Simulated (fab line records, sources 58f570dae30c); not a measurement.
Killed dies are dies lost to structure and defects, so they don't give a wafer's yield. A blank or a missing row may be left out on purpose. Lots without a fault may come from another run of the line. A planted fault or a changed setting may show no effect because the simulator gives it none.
One fault seen from 2 desks | flow berkeley_cmos170 | each desk has only its own numbers; what lay behind them comes last

THE TOOL OWNER'S DESK: krf_scanner-02
The tool's own readings at UCB170_NLDD_EXPOSE_03 (exposes mask NSELECT, target cd 1200 nm): means of the sampled wafers that have a number, for each lot that ran on this tool. A lot is out of limits, marked OUT, if its mean lies more than 4 standard deviations from the usual mean; the brackets give that distance.
Columns: A = reticle_temp_C at UCB170_NLDD_EXPOSE_03, usual 22.98 C
lot  | first seen here | A
L907 | day 6 21:46     | 23.05
L910 | day 7 07:26     | 23.06
L912 | day 7 20:21     | 22.91
L911 | day 7 20:52     | 23.03
L914 | day 8 10:30     | 22.98
L915 | day 8 19:05     | 23.07
This desk's finding: nothing out of limits on any of the 6 lots.

THE METROLOGY DESK
What the gauges read, lot by lot, whatever tool the lot ran on: means of the sampled wafers that have a number. A lot is out of limits, marked OUT, if its mean lies more than 4 standard deviations from the usual mean; the brackets give that distance.
Columns: A = PVT_OVL at UCB170_PVT_OVL_MEAS_06, usual -1 nm; B = NLDD_OVL at UCB170_NLDD_OVL_MEAS_07, usual -1 nm
lot  | first seen here | A  | B
L907 | day 6 06:05     | -1 | -2
L906 | day 6 06:29     | 1  | 10
L910 | day 6 17:07     | -3 | -10
L913 | day 7 03:19     | 3  | -2
L911 | day 7 03:32     | -1 | 318 (+48) OUT
L912 | day 7 03:34     | -1 | 323 (+49) OUT
L914 | day 7 20:24     | 2  | 313 (+48) OUT
L915 | day 8 05:11     | -3 | 314 (+48) OUT
L925 | day 9 15:32     | -4 | 5
L928 | day 9 21:41     | -5 | 10
L927 | day 9 21:58     | -1 | 2
This desk's finding: out of limits on L911, L912, L914, L915; first on L912, day 7 21:30 (NLDD_OVL at UCB170_NLDD_OVL_MEAS_07). In limits: L907, L906, L910, L913, L925, L928, L927.

PUT TOGETHER
The metrology desk could have raised an alarm at day 7 21:30, on L911, L912, L914, L915.
The tool owner's desk saw nothing out of limits.
The tool owner's desk has L911, L912, L914, L915 on record, within its limits.
Of the lots named, all ran UCB170_NLDD_EXPOSE_03 on krf_scanner-02.

WHAT THE SIMULATOR HAD PUT IN
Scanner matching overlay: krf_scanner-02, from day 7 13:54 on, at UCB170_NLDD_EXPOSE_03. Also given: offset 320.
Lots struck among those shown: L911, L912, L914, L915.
Hours from the fault's start to each desk's first reading out of limits: the metrology desk, 8.
